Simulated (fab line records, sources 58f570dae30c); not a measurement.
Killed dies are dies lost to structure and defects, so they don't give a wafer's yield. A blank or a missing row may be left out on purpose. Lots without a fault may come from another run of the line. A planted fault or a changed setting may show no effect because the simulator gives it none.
Which tool did it? | flow berkeley_cmos170 | 14 lots, 42 wafers sampled, at 4 steps of a route of 331

WHAT THE GAUGES READ, wafer by wafer
UCB170_PFIELD_TW_MEAS_09. Usual: PFIELD_TW 600, standard deviation 6.1.
lot  | measured    | on            | PFIELD_TW   | flag
L707 | day 5 01:20 | film_metro-02 | 598 594 594 |
L708 | day 5 01:41 | film_metro-04 | 607 606 607 |
L709 | day 5 01:35 | film_metro-02 | 598 596 591 |
L710 | day 5 09:15 | film_metro-02 | 598 595 594 |
L711 | day 5 21:26 | film_metro-03 | 596 595 594 |
L717 | day 7 08:31 | film_metro-04 | 608 606 608 |
L718 | day 7 08:32 | film_metro-02 | 599 598 599 |
L719 | day 7 08:46 | film_metro-04 | 609 606 606 |
L721 | day 8 08:53 | film_metro-03 | 594 595 590 |
L722 | day 8 09:38 | film_metro-02 | 594 596 595 |
L728 | day 9 03:11 | film_metro-02 | 592 590 593 |
L726 | day 9 03:42 | film_metro-04 | 605 608 603 |
L730 | day 9 16:15 | film_metro-04 | 605 606 607 |
L729 | day 9 17:01 | film_metro-02 | 596 596 594 |

UCB170_CONTACT_THK_MEAS_02. Usual: CONTACT_PSG_THK 698 nm, standard deviation 6.3.
lot  | measured     | on            | CONTACT_PSG_THK (nm) | flag
L707 | day 8 01:49  | film_metro-04 | 688 689 687          |
L708 | day 8 03:37  | film_metro-02 | 691 692 695          |
L709 | day 8 02:17  | film_metro-01 | 697 695 692          |
L710 | day 8 19:36  | film_metro-01 | 692 695 698          |
L711 | day 9 05:50  | film_metro-01 | 697 691 690          |
L717 | day 10 03:42 | film_metro-01 | 701 706 706          |
L718 | day 10 03:01 | film_metro-01 | 746 745 747          | OFF
L719 | day 10 04:48 | film_metro-04 | 744 747 744          | OFF
L721 | day 10 23:15 | film_metro-02 | 707 701 706          |
L722 | day 10 19:03 | film_metro-02 | 703 711 704          |
L728 | day 11 23:45 | film_metro-01 | 696 704 696          |
L726 | day 11 23:43 | film_metro-02 | 694 697 691          |
L730 | day 12 16:52 | film_metro-04 | 707 701 703          |
L729 | day 12 16:50 | film_metro-01 | 711 710 703          |

WHICH TOOL RAN EACH LOT (tool, then ch and the chambers of the sampled wafers, then the start)
lot  | UCB170_ACTIVE_STRIP_16              | UCB170_CONTACT_CVD_01
L707 | plasma_asher-04 ch 0,1, day 4 22:49 | lpcvd-02 ch 0, day 8 00:02
L708 | plasma_asher-01 ch 0,1, day 4 23:19 | lpcvd-02 ch 1, day 8 01:49
L709 | plasma_asher-04 ch 0,1, day 4 23:24 | lpcvd-01 ch 0, day 8 00:29
L710 | plasma_asher-04 ch 0,1, day 5 07:35 | lpcvd-01 ch 0, day 8 17:49
L711 | plasma_asher-03 ch 0,1, day 5 18:35 | lpcvd-02 ch 0, day 9 04:02
L717 | plasma_asher-03 ch 0,1, day 7 06:38 | lpcvd-02 ch 1, day 10 01:53
L718 | plasma_asher-01 ch 0, day 7 06:44   | lpcvd-01 ch 0, day 10 01:14
L719 | plasma_asher-04 ch 0,1, day 7 07:01 | lpcvd-01 ch 1, day 10 03:01
L721 | plasma_asher-04 ch 0,1, day 8 05:44 | lpcvd-02 ch 1, day 10 21:28
L722 | plasma_asher-04 ch 0,1, day 8 06:14 | lpcvd-02 ch 1, day 10 17:15
L728 | plasma_asher-04 ch 0,1, day 9 01:13 | lpcvd-02 ch 0, day 11 21:56
L726 | plasma_asher-01 ch 0,1, day 9 01:28 | lpcvd-02 ch 1, day 11 21:56
L730 | plasma_asher-01 ch 0,1, day 9 13:51 | lpcvd-02 ch 0, day 12 15:03
L729 | plasma_asher-01 ch 0,1, day 9 14:05 | lpcvd-02 ch 0, day 12 15:03
- UCB170_ACTIVE_STRIP_16: strips in O2.
- UCB170_CONTACT_CVD_01: deposits PSG from SiH4/O2/PH3, target thk 700 nm, time 2820 s.

WHAT THE TOOLS THEMSELVES READ (means of the sampled wafers that have a number; where no wafer has one, the mark that the record gives instead)
UCB170_ACTIVE_STRIP_16. Usual: chamber_pressure_mTorr 3500 mTorr, standard deviation 3.3; drypump_motor_current_A 5.6 A, standard deviation 0.44; o2_flow_sccm 399.8 sccm, standard deviation 1.2; oes_product_au 0.721 a.u., standard deviation 0.0047; strip_time_to_endpoint_s 18.08 s, standard deviation 0.09.
lot  | tool            | chamber_pressure_mTorr (mTorr) | drypump_motor_current_A (A) | o2_flow_sccm (sccm) | oes_product_au (a.u.) | strip_time_to_endpoint_s (s) | flag
L707 | plasma_asher-04 | 3502                           | 5.8                         | 399.1               | 0.724                 | 18.00                        |
L708 | plasma_asher-01 | 3500                           | 5.3                         | 400.2               | 0.718                 | 18.10                        |
L709 | plasma_asher-04 | 3501                           | 5.8                         | 399.4               | 0.721                 | 18.01                        |
L710 | plasma_asher-04 | 3499                           | 5.8                         | 400.6               | 0.718                 | 18.10                        |
L711 | plasma_asher-03 | 3500                           | 5.3                         | 398.9               | 0.721                 | 18.05                        |
L717 | plasma_asher-03 | 3499                           | 5.2                         | 399.1               | 0.728                 | 18.23                        |
L718 | plasma_asher-01 | 3501                           | 4.9                         | 399.2               | 0.723                 | 17.96                        |
L719 | plasma_asher-04 | 3501                           | 5.8                         | 399.0               | 0.724                 | 18.16                        |
L721 | plasma_asher-04 | 3499                           | 5.8                         | 399.8               | 0.724                 | 18.14                        |
L722 | plasma_asher-04 | 3500                           | 5.8                         | 400.2               | 0.721                 | 18.21                        |
L728 | plasma_asher-04 | 3498                           | 5.8                         | 399.9               | 0.719                 | 18.13                        |
L726 | plasma_asher-01 | 3499                           | 5.7                         | 401.5               | 0.723                 | 18.12                        |
L730 | plasma_asher-01 | 3500                           | 5.4                         | 400.6               | 0.715                 | 18.01                        |
L729 | plasma_asher-01 | 3502                           | 5.4                         | 399.4               | 0.725                 | 18.01                        |

UCB170_CONTACT_CVD_01. Usual: o2_flow_sccm 90.00 sccm, standard deviation 0.29; spike_tc_centre_C 452.0 C, standard deviation 1.2.
lot  | tool     | o2_flow_sccm (sccm) | spike_tc_centre_C (C) | flag
L707 | lpcvd-02 | 89.95               | 450.9                 |
L708 | lpcvd-02 | 89.54               | 452.3                 |
L709 | lpcvd-01 | 90.14               | 451.4                 |
L710 | lpcvd-01 | 89.97               | 451.6                 |
L711 | lpcvd-02 | 90.04               | 450.8                 |
L717 | lpcvd-02 | 90.06               | 453.1                 |
L718 | lpcvd-01 | 89.87               | 452.7                 |
L719 | lpcvd-01 | 90.29               | 452.6                 |
L721 | lpcvd-02 | 90.20               | 453.1                 |
L722 | lpcvd-02 | 90.27               | 452.7                 |
L728 | lpcvd-02 | 90.07               | 451.1                 |
L726 | lpcvd-02 | 90.01               | 453.5                 |
L730 | lpcvd-02 | 90.28               | 450.8                 |
L729 | lpcvd-02 | 89.63               | 451.4                 |

THE ANSWER, worked out from the rows above alone
Rule: a lot is off if the mean of its wafers that have a number lies more than 3 standard deviations from the usual mean. A lot without any number at a reading at which 4 lots or more have one is off too. The other lots that the step has rows for count as sound. The gauges are gone through in route order, then the tools' own readings, and for those a lot's mean is taken as printed above. The first step at which some lot is off is used, and at that step the reading that is off furthest; a lot without a number counts as furthest.
Off: L718, L719, at UCB170_CONTACT_THK_MEAS_02 (CONTACT_PSG_THK).
A tool fits if, at a process step before that reading, it ran every lot that is off, and no sound lot after the first of them. The gauges at UCB170_CONTACT_THK_MEAS_02 are tried like those tools. One fits: lpcvd-01 at UCB170_CONTACT_CVD_01. Its last sound lot is L710 (day 8 17:49), its first lot that is off L718 (day 10 01:14): a fault that began between those two fits.

WHAT THE SIMULATOR HAD PUT IN
Process parameter drift: lpcvd-01, from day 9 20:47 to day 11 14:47, at UCB170_CONTACT_CVD_01. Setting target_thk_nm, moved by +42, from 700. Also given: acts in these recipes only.
Lots struck among those shown: L718, L719. The rule above found the same.
